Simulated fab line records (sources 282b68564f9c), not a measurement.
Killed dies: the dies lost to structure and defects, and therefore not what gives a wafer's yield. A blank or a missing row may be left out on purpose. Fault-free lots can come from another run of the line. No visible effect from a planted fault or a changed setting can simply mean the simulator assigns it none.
A struck lot beside a sound one    flow rit cmos    15 steps out of a route of 202
Sound: these wafers, L823.1, L823.2, L823.5. Struck: wafer L833.5 (L833.1, L833.4, from the same lot, were not struck and are left out); the cause is given at the end.
Per side, at each step with rows, come the tool, then ch with its chambers, and then its first start. Under that, the readings that differ: sound wafers    struck wafers    difference of the means    sigmas: that difference in standard deviations of wafers without a fault.
alike: readings with means less than 2 such deviations apart, plus words and numbers identical on both sides. not compared: withheld readings, readings lacking a value on some wafer, bounds such as >300 that could conceal the same value, and numbers that have no deviation in the record and whose values overlap.
Wherever a step has rows on one side only, a row that says differs or no value, or a row with sigmas, the two part there. Non-overlapping numbers with no deviation appear without sigmas and do not part them. A reading that every wafer of one side lacks parts them only if that side has two wafers or more.

RIT_GATE_THK_MEAS_07:
  sound: film metro-04 at day 3 11:29; struck: film metro-01 at day 5 12:23
  alike: GATE_OXIDE_THK
then, 1 step without rows for these wafers: RIT_GATE_CVD_08 (deposits poly-Si from SiH4, target thk 250 nm, time 2220 s).
RIT_GATE_THK_MEAS_09:
  sound: film metro-04 at day 3 13:58; struck: film metro-01 at day 5 14:04
  alike: GATE_POLY_THK
then, 6 steps without rows for these wafers: RIT_GATE_HMDS_10 (prime time 60 s); RIT_GATE_COAT_11 (resist thk 857.1 nm); RIT_GATE_SOFTBAKE_12 (time 60 s); RIT_GATE_EXPOSE_13 (exposes mask M6, target cd 150 nm); RIT_GATE_PEB_14; RIT_GATE_DEVELOP_15 (develop time 50 s).
RIT_GATE_CD_MEAS_16: target cd 150 nm.
  sound: cd sem-02 at day 3 14:53; struck: cd sem-01 at day 5 15:03
  alike: cd nm
RIT_GATE_OVL_MEAS_17:
  sound: overlay-02 at day 3 15:00; struck: overlay-02 at day 5 15:10
  alike: GATE_OVL
then, 1 step without rows for these wafers: RIT_GATE_HARDBAKE_18 (time 60 s).
RIT_GATE_ETCH_19: etches poly-Si in SF6/CHF3/O2, stops on SiO2, time 165 s, target depth 312.5 nm.
  sound on rie si-01 ch 0,1,3, day 3 15:11; struck on rie si-01 ch 3, day 5 15:21
reading         sound           struck   difference  sigmas
over etch frac  0.25 0.25 0.25  0.29612  +0.04612    
  alike: drypump motor current A, oes product au, throttle valve pct
  not compared: rf hours counter h
RIT_GATE_STRIP_20: strips in O2, time 180 s.
  sound on plasma asher-02 ch 0,1, day 3 15:17; struck on plasma asher-03 ch 1, day 5 15:28
  alike: drypump motor current A
  not compared: rf hours counter h
RIT_M1_PROBE_99:
  sound: prober-02 at day 4 12:44; struck: prober-01 at day 6 13:46
  alike: killed at contacts, killed at front end, killed dies, killed open, killed short

## WHERE THEY PART
Nowhere in this record.

WHY: whatever the simulator had introduced
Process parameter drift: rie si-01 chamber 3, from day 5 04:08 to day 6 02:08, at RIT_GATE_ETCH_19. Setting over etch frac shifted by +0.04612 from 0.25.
